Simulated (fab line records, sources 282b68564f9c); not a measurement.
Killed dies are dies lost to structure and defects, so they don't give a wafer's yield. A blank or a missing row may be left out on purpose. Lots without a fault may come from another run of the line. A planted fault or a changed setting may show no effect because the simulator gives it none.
fab line records | flow rit_cmos
record lots=7 wafers=21 last_day=8
route steps=202 shown PRETRO@72 GATE@75 FOX2@80 M1@202
lots that met no fault: from a run of the same line without faults
start_h: hours from the record's first day to the start of the lot's first wafer shown | wait_h: hours since the lot's step before | " the same as in the row above | L1.1+2: a row that stands for several wafers | - no value, or no start given | * or withheld: withheld | < > ~ a bound
route shown NAME@n: a module of which the file shows steps, and the number in the route of the first | usual: mean/standard deviation of fault-free wafers | same: alike in all rows | chamber/n: place in a boat | sites: the reading at each site | _std_site: their standard deviation | _edge_site: outer sites' mean less inner sites' | radius_mm: how far each site lies from the wafer's centre | mask NAME#n: copy n | behind: the tool/chamber that last shaped the wafer | hold: why the lot was held/for how many hours/how that ended | device: the transistor (n, p or np) that didn't switch | end of line: the same wafers' tests at the end of the route | a step without rows: its recipe alone | killed: dies lost to structure and defects at the first sort, not the wafer's yield | map: a wafer's dies, x killed, . not, _ none there
set.NAME: the setting as run; set.NAME@STEP: as run at that earlier step | model.NAME: the simulator's own value behind a step, which no gauge read
lots at some steps of the route; a table a step, a row a wafer
services: from which hour (start_h, from the record's first day; less than 0 if before it) a tool's chamber was out of use, for how many hours, and why
## steps
# step RIT_PRETRO_IMPLANT_08
# recipe species=B energy_kev=45 dose_cm2=1.2e+13 tilt_deg=7
# step RIT_PRETRO_STRIP_09
# recipe chemistry=O2 time_s=180 resist=NOVOLAK platen_temp_c=withheld power_w=500 pressure_mtorr=4000 o2_flow_sccm=4000
# usual drypump_motor_current_A=5.6/0.37
# columns lot.wafer tool chamber start_h wait_h drypump_motor_current_A rf_hours_counter_h
L629.3 plasma_asher-01 0 60.44 0.1 5.6 -
L629.4 " 1 " " 4.9 -
L629.5 " 1 " " 5.0 -
L633.1 plasma_asher-02 0 73.20 0.1 5.5 44
L633.5 " 1 " " 5.6 -
L633.6 " 0 " " 5.5 -
L634.2 plasma_asher-01 1 76.36 0.1 5.0 29
L634.3 " 1 " " 4.9 -
L634.4 " 0 " " 5.6 -
L635.3 plasma_asher-02 1 82.37 0.1 5.6 -
L635.4 " 0 " " 5.5 -
L635.5 " 0 " " 5.5 -
L640.4 plasma_asher-01 0 108.33 0.1 5.5 -
L640.5 " 0 " " 5.6 -
L640.6 " 1 " " 5.0 -
L642.1 plasma_asher-03 0 118.33 0.1 6.0 0
L642.3 " 1 " " 5.9 -
L642.4 " 0 " " 6.0 -
L648.2 plasma_asher-03 1 155.24 0.1 5.9 4
L648.3 " 0 " " 6.0 -
L648.5 " 1 " " 5.9 -
# step RIT_PRETRO_TW_MEAS_10
# usual PRETRO_TW=476/3.3
# columns lot.wafer tool chamber start_h wait_h PRETRO_TW
L629.3 film_metro-02 - 60.58 0.1 474
L629.4 " - " " 473
L629.5 " - " " 473
L633.1 film_metro-03 - 73.37 0.1 481
L633.5 " - " " 481
L633.6 " - " " 477
L634.2 film_metro-03 - 76.54 0.1 477
L634.3 " - " " 480
L634.4 " - " " 478
L635.3 film_metro-02 - 82.51 0.1 474
L635.4 " - " " 474
L635.5 " - " " 475
L640.4 film_metro-03 - 108.48 0.1 481
L640.5 " - " " 478
L640.6 " - " " 480
L642.1 film_metro-01 - 118.51 0.1 472
L642.3 " - " " 470
L642.4 " - " " 473
L648.2 film_metro-01 - 155.43 0.1 474
L648.3 " - " " 472
L648.5 " - " " 474
# step RIT_GATE_WET_ETCH_00
# recipe chemistry=BOE target=SiO2 target_depth_nm=56 time_s=60 dry=n2_spin dilution=10:1 temp_c=21.5
# step RIT_GATE_CLEAN_01
# recipe chemistry=SC1 mix=3:3:50 time_s=600 temp_c=75
# step RIT_GATE_CLEAN_02
# recipe chemistry=dHF dilution=50:1 time_s=30
# step RIT_GATE_CLEAN_03
# recipe chemistry=SC2 mix=3:3:50 time_s=600 temp_c=75 dry=n2_spin
# step RIT_GATE_CLEAN_04
# recipe chemistry=dHF dilution=50:1 time_s=60 dry=n2_spin
# step RIT_FOX2_THK_MEAS_91
# recipe reads=SiO2_of_FOX2_OXIDATION_00
# usual FIELD_OXIDE_LEFT_2_THK=257/7.5
# columns lot.wafer tool chamber start_h wait_h FIELD_OXIDE_LEFT_2_THK[nm]
L629.3 film_metro-01 - 61.06 0.0 242
L629.4 " - " " 249
L629.5 " - " " 246
L633.1 film_metro-01 - 73.85 0.0 274
L633.5 " - " " 268
L633.6 " - " " 267
L634.2 film_metro-02 - 77.02 0.0 265
L634.3 " - " " 266
L634.4 " - " " 270
L635.3 film_metro-02 - 83.02 0.0 255
L635.4 " - " " 259
L635.5 " - " " 255
L640.4 film_metro-02 - 108.96 0.0 265
L640.5 " - " " 269
L640.6 " - " " 267
L642.1 film_metro-02 - 118.99 0.0 260
L642.3 " - " " 257
L642.4 " - " " 255
L648.2 film_metro-01 - 155.93 0.0 253
L648.3 " - " " 253
L648.5 " - " " 253
# step RIT_GATE_OXIDATION_05
# recipe temp_c=900 ambient=O2 target_thk_a=30 ox_time_s=270
# step RIT_GATE_ANNEAL_06
# recipe temp_c=900 time_s=600 ambient=N2O
# step RIT_GATE_THK_MEAS_07
# recipe reads=SiO2_of_GATE_OXIDATION_05
# usual GATE_OXIDE_THK=3.02/0.059
# columns lot.wafer tool chamber start_h wait_h GATE_OXIDE_THK[nm]
L629.3 film_metro-04 - 63.84 0.0 2.97
L629.4 " - " " 3.02
L629.5 " - " " 2.94
L633.1 film_metro-01 - 75.23 0.0 3.10
L633.5 " - " " 3.07
L633.6 " - " " 3.06
L634.2 film_metro-04 - 78.87 0.0 2.99
L634.3 " - " " 2.96
L634.4 " - " " 3.06
L635.3 film_metro-01 - 84.74 0.0 3.06
L635.4 " - " " 3.08
L635.5 " - " " 2.98
L640.4 film_metro-04 - 113.20 0.0 2.98
L640.5 " - " " 3.01
L640.6 " - " " 2.95
L642.1 film_metro-01 - 123.98 0.0 3.15
L642.3 " - " " 3.09
L642.4 " - " " 3.10
L648.2 film_metro-01 - 160.45 0.0 3.08
L648.3 " - " " 3.10
L648.5 " - " " 3.00
# step RIT_GATE_CVD_08
# recipe material=poly-Si target_thk_nm=250 temp_c=610 precursor=SiH4 time_s=2220 pressure_mtorr=300 sih4_flow_sccm=100
# usual zone_power_load_pct=11.2/1.4
# columns lot.wafer tool chamber start_h wait_h zone_power_load_pct
L629.3 lpcvd-02 1 65.45 1.6 10.4
L629.4 " 1 " " 10.3
L629.5 " 1 " " 10.3
L633.1 lpcvd-02 1 75.29 0.1 10.2
L633.5 " 1 " " 10.5
L633.6 " 1 " " 10.3
L633.1 lpcvd-02 1 78.83 1.9 10.4
L633.5 " 1 " " 10.2
L633.6 " 1 " " 10.4
L634.2 lpcvd-02 1 80.24 1.4 10.3
L634.3 " 1 " " 10.4
L634.4 " 1 " " 10.4
L634.2 lpcvd-02 1 83.78 1.9 10.2
L634.3 " 1 " " 10.2
L634.4 " 1 " " 10.5
L635.3 lpcvd-02 1 85.19 0.4 10.5
L635.4 " 1 " " 10.4
L635.5 " 1 " " 10.6
L635.3 lpcvd-01 1 88.62 1.8 12.7
L635.4 " 1 " " 12.4
L635.5 " 1 " " 12.8
L640.4 lpcvd-01 1 113.23 0.0 13.0
L640.5 " 1 " " 12.5
L640.6 " 1 " " 12.6
L642.1 lpcvd-01 0 124.05 0.1 13.2
L642.3 " 0 " " 13.2
L642.4 " 0 " " 13.2
L648.2 lpcvd-01 1 160.50 0.0 12.7
L648.3 " 1 " " 12.8
L648.5 " 1 " " 12.5
# step RIT_GATE_THK_MEAS_09
# recipe reads=poly-Si_of_GATE_CVD_08
# usual GATE_POLY_THK=250.1/1.7
# columns lot.wafer tool chamber start_h wait_h GATE_POLY_THK[nm]
L629.3 film_metro-02 - 67.08 0.0 249.0
L629.4 " - " " 247.5
L629.5 " - " " 248.1
L633.1 film_metro-04 - 80.46 0.0 505.3
L633.5 " - " " 504.0
L633.6 " - " " 503.5
L633.1 film_metro-04 - 80.69 0.2 506.0
L633.5 " - " " 503.7
L633.6 " - " " 504.3
L634.2 film_metro-04 - 85.40 0.0 499.8
L634.3 " - " " 497.2
L634.4 " - " " 499.4
L634.2 film_metro-04 - 85.63 0.2 499.5
L634.3 " - " " 496.7
L634.4 " - " " 499.0
L635.3 film_metro-01 - 90.26 0.0 501.1
L635.4 " - " " 502.7
L635.5 " - " " 500.5
L635.3 film_metro-01 - 90.59 0.3 501.0
L635.4 " - " " 502.9
L635.5 " - " " 500.4
L640.4 film_metro-02 - 114.88 0.0 251.0
L640.5 " - " " 250.5
L640.6 " - " " 251.5
L642.1 film_metro-01 - 126.48 0.0 250.8
L642.3 " - " " 249.7
L642.4 " - " " 250.9
L648.2 film_metro-01 - 162.13 0.0 248.8
L648.3 " - " " 248.1
L648.5 " - " " 250.1
# step RIT_M1_PROBE_99
# usual defect_limited_yield=97.3/1.1 killed_at_contacts=0.0/0.2 killed_at_front_end=7/3 killed_dies=7/3 killed_open=3.4/1.8 killed_short=3.8/2.1 sort_bin_3_pad_short=0.2/0.27 sort_bin_5_function=1.5/0.8 sort_bin_6_memory=1.1/0.7 sort_n_pass=257/3 sort_yield_pct=97.3/1.1
# same gross_dies=264 killed_at_M0_to_M3=0 killed_at_M4_up=0 killed_at_back_side=0 killed_at_other=0
# columns lot.wafer tool chamber start_h wait_h defect_limited_yield[%] killed_at_contacts killed_at_front_end killed_dies killed_open killed_short sort_bin_3_pad_short[%] sort_bin_5_function[%] sort_bin_6_memory[%] sort_n_pass sort_yield_pct[%]
L629.3 prober-01 - 92.23 0.2 99.2 0 2 2 2 0 0 0.8 0 262 99.2
L629.4 prober-01 - 92.28 0.2 98.1 1 4 5 2 3 0 1.5 0.4 259 98.1
L629.5 prober-01 - 92.33 0.2 97.7 0 6 6 1 5 0.4 0.8 1.1 258 97.7
L640.4 prober-01 - 135.79 0.2 97.3 0 7 7 3 4 0.4 0.4 1.9 257 97.3
L640.5 prober-01 - 135.84 0.2 98.5 0 4 4 2 2 0 0 1.5 260 98.5
L640.6 prober-01 - 135.89 0.2 98.9 0 3 3 0 3 0.4 0.4 0.4 261 98.9
L642.1 prober-01 - 149.11 0.1 95.8 0 11 11 4 6 0 2.3 1.9 253 95.8
L642.3 prober-01 - 149.21 0.2 94.3 0 15 15 5 8 0 2.7 3.0 249 94.3
L642.4 prober-01 - 149.26 0.2 95.1 0 13 13 6 7 0.4 2.3 2.3 251 95.1
L648.2 prober-01 - 184.83 0.1 96.2 0 10 10 3 7 1.1 2.3 0.4 254 96.2
L648.3 prober-01 - 184.88 0.2 95.5 0 12 12 7 5 0 3.0 1.5 252 95.5
L648.5 prober-01 - 184.98 0.2 97.3 0 7 7 5 2 0 1.9 0.8 257 97.3
# killed by level:class
L629.3 SILICIDE:geometric_particle:open=2
L629.4 GATE:geometric_particle:open=1 GATE:geometric_particle:short=1 REOX:geometric_particle:short=1 REOX:geometric_particle:open=1 CONTACT:geometric_particle:short=1
L629.5 SILICIDE:geometric_particle:short=2 FOX1:geometric_particle:short=1 FOX2:geometric_particle:open=1 GATE:geometric_particle:short=1 REOX:geometric_particle:short=1
L640.4 GATE:geometric_particle:short=2 FOX1:geometric_particle:open=1 FOX2:geometric_particle:short=1 GATE:geometric_particle:open=1 SILICIDE:geometric_particle:short=1 SILICIDE:geometric_particle:open=1
L640.5 FOX2:geometric_particle:short=1 REOX:geometric_particle:open=1 SPACER:geometric_particle:short=1 SILICIDE:geometric_particle:open=1
L640.6 FOX1:geometric_particle:short=2 REOX:geometric_particle:short=1
L642.1 GATE:geometric_particle:short=3 SPACER:geometric_particle:open=3 FOX2:geometric_particle:short=1 GATE:geometric_particle:open=1 SPACER:geometric_particle:short=1 SILICIDE:geometric_particle:short=1 PSD:coat_microbubble_printed=1
L642.3 FOX2:geometric_particle:open=5 SILICIDE:geometric_particle:short=3 GATE:geometric_particle:short=2 PSD:coat_microbubble_printed=2 FOX2:geometric_particle:short=1 REOX:geometric_particle:short=1 SPACER:geometric_particle:short=1
L642.4 GATE:geometric_particle:short=4 GATE:geometric_particle:open=3 REOX:geometric_particle:short=2 SILICIDE:geometric_particle:open=2 FOX1:geometric_particle:open=1 FOX2:geometric_particle:short=1
L648.2 GATE:geometric_particle:short=3 FOX1:geometric_particle:short=2 SPACER:geometric_particle:open=2 GATE:geometric_particle:open=1 REOX:geometric_particle:short=1 SPACER:geometric_particle:short=1
L648.3 GATE:geometric_particle:short=3 GATE:geometric_particle:open=2 REOX:geometric_particle:open=2 FOX1:geometric_particle:open=1 FOX2:geometric_particle:short=1 SPACER:geometric_particle:open=1 SILICIDE:geometric_particle:short=1 SILICIDE:geometric_particle:open=1
L648.5 GATE:geometric_particle:open=2 SPACER:geometric_particle:open=2 SPACER:geometric_particle:short=1 SILICIDE:geometric_particle:open=1 SILICIDE:geometric_particle:short=1
## services
# columns tool chamber start_h hours kind
lpcvd-02 - 54.66 2.6 repair
plasma_asher-03 - 76.25 2.9 repair
plasma_asher-03 - 108.75 9.0 pm
plasma_asher-03 0 108.75 9.0 vent_cycle
plasma_asher-03 1 108.75 9.0 vent_cycle
plasma_asher-03 - 116.03 0.7 repair
plasma_asher-03 0 117.75 - clean
plasma_asher-03 1 117.75 - clean
plasma_asher-01 - 136.21 0.6 repair
## key
first_sign step=RIT_GATE_CVD_08 reading=visit direction=added
effect step=RIT_GATE_THK_MEAS_09 reading=visit direction=added
effect step=RIT_GATE_THK_MEAS_09 reading=GATE_POLY_THK direction=up sigmas=99+ usual=250.1 struck=501.5
met_at RIT_GATE_CVD_08
struck_wafers L633.1,L633.5,L633.6,L634.2,L634.3,L634.4,L635.3,L635.4,L635.5
scrapped_behind RIT_GATE_THK_MEAS_09 L633.1,L633.5,L633.6,L634.2,L634.3,L634.4,L635.3,L635.4,L635.5
fault kind=repeated_step_whole tool=lpcvd-01,lpcvd-02 chamber=- onset_h=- steps=RIT_GATE_CVD_08 times=1 scope=struck_lots_only
